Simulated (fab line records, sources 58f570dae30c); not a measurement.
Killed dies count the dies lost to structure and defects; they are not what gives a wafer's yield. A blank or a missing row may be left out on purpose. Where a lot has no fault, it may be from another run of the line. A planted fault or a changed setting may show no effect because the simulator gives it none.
Lot-split experiment || flow berkeleyCmos170 || on a route of 331 steps: 5 lots, 23 wafers read

== THE SPLIT ITSELF ==
At UCB170_PWELL_ETCH_14 (etches Si3N4 in CH3F/Ar/O2, stops on SiO2, target depth 242 nm, time 151 s), the setting rfW was moved away from the recipe's 450 W on 10 of the 23 wafers read, by -10.6% to +8.6%. The other wafers ran this setting at the recipe's value.

The reading comes from the split's own step.

== THE READING ==
KrF_of_PWELL_COAT_08.thkNm (the simulator's own value, which no gauge read), in nm, at UCB170_PWELL_ETCH_14 (etches Si3N4 in CH3F/Ar/O2, stops on SiO2, target depth 242 nm, time 151 s). There is no usual value for it anywhere in the file. Average 726.8 nm, standard deviation 2.8 nm, over the 13 wafers here run with the recipe.

{"wafer": "L077.1", "tool, chamber at the split": "rieDiel-02, 1", "rfW as run, W": 450, "against the recipe": "recipe", "KrF_of_PWELL_COAT_08.thkNm, nm": 727.3, "against lot-mates on the recipe": "-"}
{"wafer": "L077.2", "tool, chamber at the split": "rieDiel-02, 3", "rfW as run, W": 402.4, "against the recipe": "-10.6%", "KrF_of_PWELL_COAT_08.thkNm, nm": 732.5, "against lot-mates on the recipe": "+7.0"}
{"wafer": "L077.3", "tool, chamber at the split": "rieDiel-02, 2", "rfW as run, W": 450, "against the recipe": "recipe", "KrF_of_PWELL_COAT_08.thkNm, nm": 723.8, "against lot-mates on the recipe": "-"}
{"wafer": "L077.5", "tool, chamber at the split": "rieDiel-02, 2", "rfW as run, W": 402.4, "against the recipe": "-10.6%", "KrF_of_PWELL_COAT_08.thkNm, nm": 733.3, "against lot-mates on the recipe": "+7.8"}
{"wafer": "L077.6", "tool, chamber at the split": "rieDiel-02, 1", "rfW as run, W": 402.4, "against the recipe": "-10.6%", "KrF_of_PWELL_COAT_08.thkNm, nm": 733.6, "against lot-mates on the recipe": "+8.1"}
{"wafer": "L078.1", "tool, chamber at the split": "rieDiel-02, 3", "rfW as run, W": 450, "against the recipe": "recipe", "KrF_of_PWELL_COAT_08.thkNm, nm": 727.1, "against lot-mates on the recipe": "-"}
{"wafer": "L078.4", "tool, chamber at the split": "rieDiel-02, 0", "rfW as run, W": 450, "against the recipe": "recipe", "KrF_of_PWELL_COAT_08.thkNm, nm": 732.2, "against lot-mates on the recipe": "-"}
{"wafer": "L078.5", "tool, chamber at the split": "rieDiel-02, 1", "rfW as run, W": 450, "against the recipe": "recipe", "KrF_of_PWELL_COAT_08.thkNm, nm": 729.5, "against lot-mates on the recipe": "-"}
{"wafer": "L082.1", "tool, chamber at the split": "rieDiel-01, 2", "rfW as run, W": 463.7, "against the recipe": "+3.0%", "KrF_of_PWELL_COAT_08.thkNm, nm": 723.2, "against lot-mates on the recipe": -1.9}
{"wafer": "L082.2", "tool, chamber at the split": "rieDiel-01, 3", "rfW as run, W": 450, "against the recipe": "recipe", "KrF_of_PWELL_COAT_08.thkNm, nm": 725, "against lot-mates on the recipe": "-"}
{"wafer": "L082.3", "tool, chamber at the split": "rieDiel-01, 0", "rfW as run, W": 463.7, "against the recipe": "+3.0%", "KrF_of_PWELL_COAT_08.thkNm, nm": 724.2, "against lot-mates on the recipe": -0.9}
{"wafer": "L082.5", "tool, chamber at the split": "rieDiel-01, 0", "rfW as run, W": 450, "against the recipe": "recipe", "KrF_of_PWELL_COAT_08.thkNm, nm": 726.9, "against lot-mates on the recipe": "-"}
{"wafer": "L082.6", "tool, chamber at the split": "rieDiel-01, 3", "rfW as run, W": 450, "against the recipe": "recipe", "KrF_of_PWELL_COAT_08.thkNm, nm": 723.5, "against lot-mates on the recipe": "-"}
{"wafer": "L081.1", "tool, chamber at the split": "rieDiel-02, 2", "rfW as run, W": 488.9, "against the recipe": "+8.6%", "KrF_of_PWELL_COAT_08.thkNm, nm": 717.4, "against lot-mates on the recipe": -6.1}
{"wafer": "L081.2", "tool, chamber at the split": "rieDiel-02, 0", "rfW as run, W": 450, "against the recipe": "recipe", "KrF_of_PWELL_COAT_08.thkNm, nm": 722, "against lot-mates on the recipe": "-"}
{"wafer": "L081.3", "tool, chamber at the split": "rieDiel-02, 1", "rfW as run, W": 488.9, "against the recipe": "+8.6%", "KrF_of_PWELL_COAT_08.thkNm, nm": 717.1, "against lot-mates on the recipe": -6.4}
{"wafer": "L081.4", "tool, chamber at the split": "rieDiel-02, 3", "rfW as run, W": 488.9, "against the recipe": "+8.6%", "KrF_of_PWELL_COAT_08.thkNm, nm": 715.7, "against lot-mates on the recipe": -7.8}
{"wafer": "L081.6", "tool, chamber at the split": "rieDiel-02, 0", "rfW as run, W": 450, "against the recipe": "recipe", "KrF_of_PWELL_COAT_08.thkNm, nm": 725, "against lot-mates on the recipe": "-"}
{"wafer": "L085.1", "tool, chamber at the split": "rieDiel-01, 2", "rfW as run, W": 450, "against the recipe": "recipe", "KrF_of_PWELL_COAT_08.thkNm, nm": 729.4, "against lot-mates on the recipe": "-"}
{"wafer": "L085.2", "tool, chamber at the split": "rieDiel-01, 0", "rfW as run, W": 450, "against the recipe": "recipe", "KrF_of_PWELL_COAT_08.thkNm, nm": 726.9, "against lot-mates on the recipe": "-"}
{"wafer": "L085.3", "tool, chamber at the split": "rieDiel-01, 3", "rfW as run, W": 406.5, "against the recipe": "-9.7%", "KrF_of_PWELL_COAT_08.thkNm, nm": 735.3, "against lot-mates on the recipe": "+6.7"}
{"wafer": "L085.4", "tool, chamber at the split": "rieDiel-01, 1", "rfW as run, W": 406.5, "against the recipe": "-9.7%", "KrF_of_PWELL_COAT_08.thkNm, nm": 734.8, "against lot-mates on the recipe": "+6.2"}
{"wafer": "L085.5", "tool, chamber at the split": "rieDiel-01, 2", "rfW as run, W": 450, "against the recipe": "recipe", "KrF_of_PWELL_COAT_08.thkNm, nm": 729.5, "against lot-mates on the recipe": "-"}

FIT RESULTS
A straight line over all 23 wafers: KrF_of_PWELL_COAT_08.thkNm changes by -0.856 nm for each +1% of rfW; r = -0.90; the points scatter about the line by 2.5 nm.
The same after taking each lot's own level away (the mean of its wafers on the recipe; 23 wafers): -0.719 nm for each +1%; r = -0.95; scatter 1.4 nm.
The reading moves by 7.6 nm for the largest change in rfW, on that fit.
Across the lots, their own levels run from 723.50 to 729.60 nm, a range of 2.2 times the standard deviation given above.
Thus the slope moves with the lot-to-lot level: the two fits are different.
Check: for one of the wafers moved furthest among these (-10.6%), held out of the fit, the line's prediction against its lot-mates is +7.68 nm. It came out at +6.95 nm against them.

== ADDITIONAL SPLITS CARRIED BY THESE WAFERS ==
Note: prior to the reading, these wafers also went through further splits. Each is held against what the fit with the lots' levels taken away leaves over:
{"other split on the same wafers": "UCB170_ZERO_COAT_01 resistThkNm", "wafers away from the commonest value": 10, "r with KrF_of_PWELL_COAT_08.thkNm (lot level and that fit taken away)": -0.23}
{"other split on the same wafers": "UCB170_ZERO_PEB_04 pebTempC", "wafers away from the commonest value": 8, "r with KrF_of_PWELL_COAT_08.thkNm (lot level and that fit taken away)": -0.07}
{"other split on the same wafers": "UCB170_NWELL_CVD_04 sih2cl2FlowSccm", "wafers away from the commonest value": 10, "r with KrF_of_PWELL_COAT_08.thkNm (lot level and that fit taken away)": -0.09}

== THE WHOLE CHAIN: every reading that the file lists as answering this split, in the file's order ==
{"step": "UCB170_PWELL_ETCH_14", "what it does": "etches Si3N4 in CH3F/Ar/O2, stops on SiO2, target depth 242 nm, time 151 s", "reading": "KrF_of_PWELL_COAT_08.thkNm (the simulator's own value, which no gauge read)", "change (the file's fit)": "-0.709 nm for each +1% of the setting", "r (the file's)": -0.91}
{"step": "UCB170_PWELL_STRIP_16", "what it does": "strips in O2", "reading": "stripTimeToEndpointS", "change (the file's fit)": "withheld for each +1% of the setting", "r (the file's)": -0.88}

== FILE'S OWN FIT ==
KrF_of_PWELL_COAT_08.thkNm changes by -0.709 nm for each +1% of rfW, r = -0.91.
